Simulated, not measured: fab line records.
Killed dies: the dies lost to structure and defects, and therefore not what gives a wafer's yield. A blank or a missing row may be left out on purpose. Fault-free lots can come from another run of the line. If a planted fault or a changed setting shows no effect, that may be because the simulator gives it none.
2 desks, one fault | flow berkeley-cmos170 | each desk holds nothing but its own numbers, with what lay behind them at the end

== TOOL OWNER'S DESK, implanter-01 ==
The tool's own readings at UCB170_PLDD_IMPLANT_08: means of the sampled wafers that have a number, for each lot that ran on this tool. Any lot whose mean is over 4 standard deviations away from the usual mean is out of limits and marked OUT; that distance is given in the brackets.
Columns: A = beam-on-s at UCB170_PLDD_IMPLANT_08, usual 10.02 s; B = end-station-pressure-torr at UCB170_PLDD_IMPLANT_08, usual 5.11e-06 Torr; C = faraday-current-uA at UCB170_PLDD_IMPLANT_08, usual 158
lot  | first seen here | A              | B        | C
L586 | day 7 14:32     | 9.70           | 5.16e-06 | 164
L585 | day 7 15:20     | 10.11          | 5.09e-06 | 157
L590 | day 8 14:10     | 10.01          | 5.28e-06 | 158
L592 | day 8 14:31     | 9.95           | 5.00e-06 | 159
L598 | day 9 21:52     | 8.03 (-10) OUT | 4.86e-06 | 197 (+13) OUT
L600 | day 10 09:18    | 7.97 (-11) OUT | 5.20e-06 | 198 (+13) OUT
This desk's finding: out of limits on L598, L600; first on L598, day 9 21:52 (beam-on-s at UCB170_PLDD_IMPLANT_08). L586, L585, L590, L592 stayed within limits.

== AT THE METROLOGY DESK ==
Lot by lot, what the gauges showed, no matter which tool ran the lot: averages of those sampled wafers that carry a number. Any lot whose mean is over 4 standard deviations away from the usual mean is out of limits and marked OUT; that distance is given in the brackets.
Columns: A = INCOMING_BOW at UCB170_START_BOW_MEAS_00, usual 0 um; B = PLDD_TW at UCB170_PLDD_TW_MEAS_11, usual 1019; C = PLDD_RS at UCB170_SDANNEAL_RS_MEAS_04, usual 1032.6 ohm/sq; D = cd-nm at UCB170_M1_CD_MEAS_90, usual 700.0 nm; E = cd-nm at UCB170_M3_CD_MEAS_15, usual 700.2 nm
lot  | first seen here | A  | B              | C                | D     | E
L583 | day 1 10:00     | -3 | 1026           | 1030.6           | 701.4 | 699.9
L585 | day 1 20:01     | -2 | 1026           | 1032.9           | 696.0 | 701.5
L586 | day 2 01:02     | -2 | 1026           | 1029.0           | 700.1 | 699.2
L589 | day 2 16:02     | -1 | 1023           | 1033.6           | 700.1 | 699.5
L590 | day 2 21:00     | 2  | 1017           | 1034.3           | 700.4 | 700.9
L591 | day 3 02:01     | 4  | 1027           | 1030.4           | 696.7 | 700.4
L592 | day 3 07:02     | -7 | 1016           | 1034.4           | 700.7 | 701.0
L598 | day 4 13:02     | 1  | 977 (-5.3) OUT | 1123.5 (+36) OUT | 700.8 | 700.7
L600 | day 4 23:00     | 1  | 993            | 1122.7 (+36) OUT | 698.5 | 700.4
L601 | day 5 04:00     | -2 | 1011           | 1034.1           | 701.1 | 701.6
L602 | day 5 09:02     | -1 | 1008           | 1034.0           | 701.5 | 698.2
L604 | day 5 19:02     | -1 | 1017           | 1035.4           | 699.0 | 700.0
L605 | day 6 00:02     | 2  | 1005           | 1033.7           | 700.1 | 697.0
L606 | day 6 05:01     | 4  | 1025           | 1031.0           | 701.0 | 702.8
This desk's result: L598, L600 out of limits, first on L598 (PLDD_TW at UCB170_PLDD_TW_MEAS_11), day 9 22:14. L583, L585, L586, L589, L590, L591, L592, L601, L602, L604, L605, L606 stayed within limits.

== ALL TOGETHER ==
An alarm could have come from the tool owner's desk at day 9 21:52, on L598, L600.
L598, L600 would have let the metrology desk raise an alarm at day 9 22:14.
On implanter-01, each named lot ran UCB170_PLDD_IMPLANT_08.

== WHAT THE SIMULATOR HAD INSERTED ==
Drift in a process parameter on implanter-01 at UCB170_PLDD_IMPLANT_08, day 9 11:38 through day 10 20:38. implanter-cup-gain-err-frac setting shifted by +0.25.
Lots struck among those shown: L598, L600.
Fault start to first reading out of limits, in hours, per desk: tool owner, 10; metrology, 11.
